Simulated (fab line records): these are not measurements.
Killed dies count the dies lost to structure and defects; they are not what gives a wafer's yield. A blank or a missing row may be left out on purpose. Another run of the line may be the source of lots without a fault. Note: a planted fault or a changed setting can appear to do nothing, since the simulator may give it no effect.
A lot that was struck, set against a sound lot :: flow berkeleyCmos170 :: 14 out of 331 route steps
Sound: the wafers L230.1, L230.2, L230.6. Wafers struck: L232.1, L232.2, L232.3. At the end, the cause is stated.
Per side, at each step with rows, come the tool, then ch with its chambers, and then its first start. Under that, the readings that differ: sound wafers :: struck wafers :: difference of the means :: sigmas: that difference in standard deviations of wafers without a fault.
alike: same words and numbers on both sides, and readings whose means sit less than 2 such deviations apart. not compared: any withheld reading, any reading some wafer has no value for, any bound like >300 that may hide the same value, and any number with overlapping values for which the record gives no deviation.
The two part at a step that has a row with sigmas, a row that says differs or no value, or rows on one side only. Numbers that have no deviation but don't overlap get no sigmas and don't part them. A reading that every wafer of one side lacks parts them only if that side has two wafers or more.

first, 3 steps without rows for these wafers: UCB170_ACTIVE_EXPOSE_10 (exposes mask ACTIVE, target cd 1200 nm); UCB170_ACTIVE_PEB_11; UCB170_ACTIVE_DEVELOP_12 (develop time 45 s).
UCB170_ACTIVE_CD_MEAS_13 targets a cd of 1200 nm.
  sound on cdSem-01, day 5 15:35; struck on cdSem-01, day 6 03:05
  alike: cdNm
UCB170_ACTIVE_OVL_MEAS_14:
  sound on overlay-01, day 5 15:43; struck on overlay-01, day 6 03:13
  alike: ACTIVE_OVL
UCB170_ACTIVE_ETCH_15: etches Si3N4 in CH3F/Ar/O2, stops on SiO2, target depth 242 nm, time 151 s.
  sound on rieDiel-03 ch 1,3, day 5 15:44; struck on rieDiel-02 ch 0,1,2, day 6 03:15
  alike: CH3F_flow_sccm, drypumpMotorCurrentA, oesProductAu, throttleValvePct
  not compared: rfHoursCounterH
UCB170_ACTIVE_STRIP_16: strips in O2.
  sound on plasmaAsher-01 ch 0,1, day 5 15:50; struck on plasmaAsher-01 ch 0,1, day 6 03:21
  alike: drypumpMotorCurrentA, oesProductAu, stripTimeToEndpointS
  not compared: rfHoursCounterH
UCB170_ACTIVE_CD_MEAS_90 targets a cd of 1200 nm.
  sound on cdSem-01, day 5 15:59; struck on cdSem-01, day 6 03:27
  alike: cdNm
then, 4 steps without rows for these wafers: UCB170_ACTIVE_CLEAN_17 (cleans in SPM, time 600 s); UCB170_PFIELD_HMDS_00 (prime time 60 s); UCB170_PFIELD_COAT_01 (resist thk 900 nm); UCB170_PFIELD_SOFTBAKE_02 (time 60 s).
UCB170_PFIELD_EXPOSE_03: exposes mask PFIELD, target cd 1500 nm.
  struck on krfScanner-02, day 6 04:29; sound on krfScanner-01 ch 0, day 5 17:06
  no value came back on the struck wafers for exposureDoseMJCm2, focusOffsetNm (nm); on the sound wafers exposureDoseMJCm2 reads 29.98 30.03 30.03
  alike: mask
next, for these wafers, 1 step has no rows: UCB170_PFIELD_PEB_04.

== WHERE THEY PART ==
Only at UCB170_PFIELD_EXPOSE_03, within this record.

WHY: what had been put in by the simulator
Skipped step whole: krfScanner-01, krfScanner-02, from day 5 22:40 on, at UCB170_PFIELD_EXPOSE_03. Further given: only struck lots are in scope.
